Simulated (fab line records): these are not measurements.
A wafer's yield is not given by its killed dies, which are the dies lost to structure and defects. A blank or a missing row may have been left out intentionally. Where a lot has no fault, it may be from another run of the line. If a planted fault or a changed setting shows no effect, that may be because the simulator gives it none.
Struck lot and sound lot, side by side :: flow rit cmos :: 19 out of 202 route steps
Sound: these wafers, L198.2, L198.5, L198.6. Wafers struck: L205.2, L205.3, L205.4. The cause is named last.
Per side, at each step with rows, come the tool, then ch with its chambers, and then its first start. Under that, the readings that differ: sound wafers :: struck wafers :: difference of the means :: sigmas: that difference in standard deviations of wafers without a fault.
alike: a reading whose means differ by less than 2 such deviations, as well as words and numbers matching on both sides. not compared: withheld readings; readings where some wafer has no value; bounds like >300 that might hide an equal value; numbers whose values overlap and for which the record gives no deviation.
The two part at a step that has a row with sigmas, a row that says differs or no value, or rows on one side only. Non-overlapping numbers with no deviation appear without sigmas and do not part them. A reading missing from all wafers of one side parts the sides only when that side holds two or more wafers.

first, 1 step without rows for these wafers: RIT_GATE_CLEAN_04 (cleans in dHF, time 60 s).
RIT_FOX2_THK_MEAS_91:
  sound on film metro-04 at day 3 03:58; struck on film metro-03 at day 4 15:35
  alike: FIELD_OXIDE_LEFT_2_THK
then, 2 steps without rows for these wafers: RIT_GATE_OXIDATION_05 (target thk 3 nm, ox time 270 s); RIT_GATE_ANNEAL_06 (time 600 s).
RIT_GATE_THK_MEAS_07:
  sound on film metro-04 at day 3 05:38; struck on film metro-01 at day 4 16:58
  alike: GATE_OXIDE_THK
then, 1 step without rows for these wafers: RIT_GATE_CVD_08 (deposits poly-Si from SiH4, target thk 250 nm, time 2220 s).
RIT_GATE_THK_MEAS_09:
  sound on film metro-03 at day 3 07:19; struck on film metro-01 at day 4 18:39
  alike: GATE_POLY_THK
then, 5 steps without rows for these wafers: RIT_GATE_HMDS_10 (prime time 60 s); RIT_GATE_COAT_11 (resist thk 850 nm); RIT_GATE_SOFTBAKE_12 (time 60 s); RIT_GATE_EXPOSE_13 (exposes mask M6, target cd 150 nm); RIT_GATE_PEB_14.
RIT_GATE_DEVELOP_15: develop time 50 s.
  sound on litho track-04 ch 0, day 3 08:00; struck on litho track-02 ch 0, day 4 19:00
RIT_GATE_CD_MEAS_16: the cd target is 150 nm.
  sound on cd sem-02 at day 3 08:23; struck on cd sem-01 at day 4 19:34
reading: cd nm (nm)
sound: 148.9 146.1 147.5
struck: 153.5 154.1 153.5
difference: +6.2
sigmas: +3
RIT_GATE_OVL_MEAS_17:
  sound on overlay-01 at day 3 08:30; struck on overlay-01 at day 4 19:41
  alike: GATE_OVL
then, 1 step without rows for these wafers: RIT_GATE_HARDBAKE_18 (time 60 s).
RIT_GATE_ETCH_19: etches poly-Si in SF6/CHF3/O2, stops on SiO2, time 165 s, target depth 312.5 nm.
  sound on rie si-01 ch 0,2,3, day 3 08:41; struck on rie si-02 ch 0,1,2, day 4 19:52
reading: model.GATE.cd nm (nm)
sound: 148.7 145.9 147.2
struck: 153.7 154 153.5
difference: +6.5
sigmas: 
  alike: drypump motor current A, oes product au, throttle valve pct
  not compared: rf hours counter h
RIT_GATE_STRIP_20: strips in O2, time 180 s.
  sound on plasma asher-02 ch 0,1, day 3 08:47; struck on plasma asher-03 ch 0,1, day 4 19:58
  alike: drypump motor current A
  not compared: rf hours counter h
RIT_M1_PROBE_99:
  sound on prober-01 at day 4 06:14; struck on prober-02 at day 5 15:37
reading: model.etest.nmos_0p15.r on ohm um
sound: 1087 1084 1090
struck: 1161 1165 1163
difference: +76
sigmas: 

reading: model.etest.nmos_0p15.drive ua um
sound: 491 498.8 493
struck: 460.8 454 466.3
difference: -33.9
sigmas: 

reading: model.etest.npoly line.line ohm um
sound: 170.1 176.3 174.3
struck: 160.3 158.2 161.1
difference: -13.7
sigmas: 

reading: model.etest.ppoly line.line ohm um
sound: 164 167.1 167.1
struck: 153.4 152.5 156.3
difference: -12.0
sigmas: 

reading: model.etest.npoly line.width nm (nm)
sound: 101 98.68 98.7
struck: 105.4 105.4 105.7
difference: +6.0
sigmas: 

reading: model.etest.ppoly line.width nm (nm)
sound: 101.6 98.74 99.67
struck: 106.5 105.8 106.8
difference: +6.4
sigmas: 

reading: model.etest.ring.delay ps
sound: 26.08 25.3 25.68
struck: 28.15 28.55 28.01
difference: +2.55
sigmas: 

reading: model.etest.nmos_0p15.swing mv dec
sound: 85.72 86.8 85.94
struck: 85.12 85.11 85.44
difference: -0.93
sigmas: 
  alike: killed at contacts, killed at front end, killed dies, killed on rim, killed open, killed short

== WHERE THEY PART ==
At RIT_GATE_CD_MEAS_16 and nowhere else, as far as this record goes. Later steps at which nothing parts them and some readings are alike: RIT_GATE_OVL_MEAS_17, RIT_GATE_ETCH_19, RIT_GATE_STRIP_20, RIT_M1_PROBE_99.

WHY: whatever the simulator had introduced
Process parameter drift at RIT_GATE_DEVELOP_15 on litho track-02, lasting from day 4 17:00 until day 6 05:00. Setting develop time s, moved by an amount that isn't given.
